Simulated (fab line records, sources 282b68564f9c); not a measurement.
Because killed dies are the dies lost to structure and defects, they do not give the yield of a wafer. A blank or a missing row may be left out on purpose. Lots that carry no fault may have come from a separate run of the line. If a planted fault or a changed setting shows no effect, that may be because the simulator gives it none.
Struck lot and sound lot, side by side + flow rit-cmos + 43 steps out of a route of 202
Sound: the wafers L326.2, L326.3, L326.4. Struck: wafer L340.5. (L340.1, L340.2 of the same lot were not struck and are left out.) The cause comes at the end.
For every step that has rows: the tool of each side, followed by ch and its chambers, followed by its first start. Under that, the readings that differ: sound wafers + struck wafers + difference of the means + sigmas: that difference in standard deviations of wafers without a fault.
alike: readings whose means differ by less than 2 such deviations, and words and numbers that are the same on both sides. not compared: withheld readings, readings that some wafer has no value for, bounds like >300 that may hide the same value, and numbers for which the record gives no deviation and whose values overlap.
The two part at a step that has a row with sigmas, a row that says differs or no value, or rows on one side only. When numbers do not overlap yet have no deviation, they are printed without sigmas and do not part them. Lack of a reading on every wafer of one side parts them only where that side has two or more wafers.

RIT_SDANNEAL_RTA_03: time 5 s.
  sound on rtp-anneal-01 ch 0, day 3 16:23; struck on rtp-anneal-01 ch 0, day 6 15:43
  alike: ramp-down-c-per-s, ramp-up-c-per-s, wafer_temp_C_max
RIT_SDANNEAL_RS_MEAS_04: measurement is done with a four-point probe.
  sound on film-metro-02, day 3 16:27; struck on film-metro-02, day 6 15:47
  alike: PSD_RS
RIT_SDANNEAL_RS_MEAS_05: measurement is done with a four-point probe.
  sound on film-metro-02, day 3 16:34; struck on film-metro-02, day 6 15:54
  alike: NSD_RS
RIT_SDANNEAL_RS_MEAS_06: measurement is done with a four-point probe.
  sound on film-metro-02, day 3 16:41; struck on film-metro-02, day 6 16:01
  alike: PLDD_RS
RIT_SDANNEAL_RS_MEAS_07: measurement is done with a four-point probe.
  sound on film-metro-02, day 3 16:49; struck on film-metro-02, day 6 16:08
  alike: NLDD_RS
then, 1 step without rows for these wafers: RIT_SILICIDE_WET_ETCH_00 (etches SiO2 in BOE, target depth 14 nm, time 15 s).
RIT_SILICIDE_SPUTTER_01: material Ti, target thk 30 nm, time 240 s.
  sound on pvd-sputter-01, day 3 16:55; struck on pvd-sputter-03, day 6 16:16
  alike: throttle-valve-pct
RIT_SILICIDE_RS_MEAS_02: measurement is done with a four-point probe.
  sound on film-metro-02, day 3 17:05; struck on film-metro-01, day 6 16:25
  alike: SILICIDE_TI_RS
RIT_SILICIDE_THK_MEAS_03: measures by xrf.
  sound on film-metro-02, day 3 17:12; struck on film-metro-01, day 6 16:32
  alike: SILICIDE_TI_THK
RIT_SILICIDE_RTA_04: time 10 s, ramp up 5 s, ramp down 5 s.
  sound on rtp-anneal-02 ch 0, day 3 17:16; struck on rtp-anneal-02 ch 0, day 6 16:36
  alike: wafer_temp_C_max
then, 1 step without rows for these wafers: RIT_SILICIDE_WET_ETCH_05 (etches Ti in SPM, time 120 s).
RIT_SILICIDE_RTA_06: time 10 s, ramp up 5 s, ramp down 10 s.
  sound on rtp-anneal-01 ch 0, day 3 17:22; struck on rtp-anneal-01 ch 0, day 6 16:43
  alike: wafer_temp_C_max
RIT_CONTACT_CVD_00: deposits SiO2 from TEOS, target thk 400 nm, time 61.82 s.
  sound on pecvd-02 ch 0,1, day 3 17:26; struck on pecvd-03 ch 2, day 6 16:47
| reading                                  | sound             | struck | difference | sigmas |
|------------------------------------------|-------------------|--------|------------|--------|
| model.SiO2_of_CONTACT_CVD_00.thk-nm (nm) | 399.6 400.7 406.3 | 427.4  | +25.2      |        |
  alike: heater-power-w
RIT_CONTACT_THK_MEAS_01:
  sound on film-metro-03, day 3 17:29; struck on film-metro-03, day 6 16:50
| reading               | sound       | struck | difference | sigmas |
|-----------------------|-------------|--------|------------|--------|
| CONTACT_TEOS_THK (nm) | 400 401 406 | 427    | +25        | +4     |
then, 6 steps without rows for these wafers: RIT_CONTACT_HMDS_02 (prime time 60 s); RIT_CONTACT_COAT_03 (resist thk 1000 nm); RIT_CONTACT_SOFTBAKE_04 (time 60 s); RIT_CONTACT_EXPOSE_05 (exposes mask M11, target cd 1000 nm); RIT_CONTACT_PEB_06; RIT_CONTACT_DEVELOP_07 (develop time 120 s).
RIT_CONTACT_CD_MEAS_08 targets a cd of 1000 nm.
  sound on cd-sem-02, day 3 18:40; struck on cd-sem-01, day 6 17:52
| reading    | sound             | struck | difference | sigmas |
|------------|-------------------|--------|------------|--------|
| cd-nm (nm) | 993.8 995.7 994.3 | 999.3  | +4.7       | +2     |
RIT_CONTACT_OVL_MEAS_09:
  sound on overlay-02, day 3 18:46; struck on overlay-02, day 6 17:59
| reading          | sound         | struck | difference | sigmas |
|------------------|---------------|--------|------------|--------|
| CONTACT_OVL (nm) | -1.9 0.8 -0.6 | 2.1    | +2.7       | +2     |
then, 1 step without rows for these wafers: RIT_CONTACT_HARDBAKE_10 (time 60 s).
RIT_CONTACT_ETCH_11: etches SiO2 in CHF3/CF4/Ar, stops on TiSi2, target depth 480 nm, time 320 s.
  sound on rie-diel-01 ch 0,2, day 3 18:58; struck on rie-diel-03 ch 1, day 6 18:10
| reading                             | sound             | struck | difference | sigmas |
|-------------------------------------|-------------------|--------|------------|--------|
| model.CONTACT.feature-depth-nm (nm) | 399.6 400.7 406.3 | 427.4  | +25.2      |        |
| model.etch.depth-nm (nm)            | 399.6 400.7 406.3 | 427.4  | +25.2      |        |
  alike: CHF3_flow_sccm, drypump-motor-current-A, oes-product-au, throttle-valve-pct
  not compared: rf-hours-counter-h
then, 1 step without rows for these wafers: RIT_CONTACT_STRIP_12 (strips in O2, time 185.1 s).
RIT_CONTACT_CD_MEAS_90 targets a cd of 1000 nm.
  sound on cd-sem-01, day 3 19:27; struck on cd-sem-01, day 6 18:32
| reading    | sound             | struck | difference | sigmas |
|------------|-------------------|--------|------------|--------|
| cd-nm (nm) | 993.9 995.8 994.2 | 999.8  | +5.2       | +2     |
then, 2 steps without rows for these wafers: RIT_CONTACT_CLEAN_13 (cleans in SC1, time 600 s); RIT_CONTACT_CLEAN_14 (cleans in SC2, time 600 s).
RIT_M1_SPUTTER_00: material Al, target thk 400 nm, time 500 s.
  sound on pvd-sputter-02, day 3 19:54; struck on pvd-sputter-04, day 6 19:00
  alike: throttle-valve-pct
RIT_M1_RS_MEAS_01: measurement is done with a four-point probe.
  sound on film-metro-02, day 3 20:13; struck on film-metro-02, day 6 19:18
  alike: M1_AL_RS
RIT_M1_THK_MEAS_02: measures by xrf.
  sound on film-metro-02, day 3 20:20; struck on film-metro-02, day 6 19:25
  alike: M1_AL_THK
then, 6 steps without rows for these wafers: RIT_M1_HMDS_03 (prime time 60 s); RIT_M1_COAT_04 (resist thk 1322 nm); RIT_M1_SOFTBAKE_05 (time 60 s); RIT_M1_EXPOSE_06 (exposes mask M12, target cd 2600 nm); RIT_M1_PEB_07; RIT_M1_DEVELOP_08 (develop time 68 s).
RIT_M1_CD_MEAS_09 targets a cd of 2600 nm.
  sound on cd-sem-02, day 3 21:24; struck on cd-sem-01, day 6 20:22
| reading    | sound                | struck | difference | sigmas |
|------------|----------------------|--------|------------|--------|
| cd-nm (nm) | 2598.6 2598.3 2598.5 | 2603.9 | +5.4       | +3     |
RIT_M1_OVL_MEAS_10:
  sound on overlay-02, day 3 21:31; struck on overlay-02, day 6 20:29
  alike: M1_OVL
then, 1 step without rows for these wafers: RIT_M1_HARDBAKE_11 (time 120 s).
RIT_M1_METAL_ETCH_12: etches Al in Cl2/BCl3, stops on SiO2, time 165 s, target depth 600 nm.
  sound on rie-metal-02 ch 0,1, day 3 21:47; struck on rie-metal-02 ch 1, day 6 20:46
| reading                                  | sound             | struck | difference | sigmas |
|------------------------------------------|-------------------|--------|------------|--------|
| model.SiO2_of_CONTACT_CVD_00.thk-nm (nm) | 362.6 364.5 369.5 | 391.7  | +26.2      |        |
  alike: drypump-motor-current-A, he-backside-leak-sccm, oes-product-au, throttle-valve-pct
  not compared: rf-hours-counter-h
then, 1 step without rows for these wafers: RIT_M1_STRIP_13 (strips in nmp, time 600 s).
RIT_M1_PROBE_99:
  rows exist in the record for the struck wafers here (prober-02, day 6 23:23), but not for the sound ones

## WHERE THEY PART
First at RIT_CONTACT_THK_MEAS_01; last, within this record, at RIT_M1_PROBE_99.

WHY: what had been put in by the simulator
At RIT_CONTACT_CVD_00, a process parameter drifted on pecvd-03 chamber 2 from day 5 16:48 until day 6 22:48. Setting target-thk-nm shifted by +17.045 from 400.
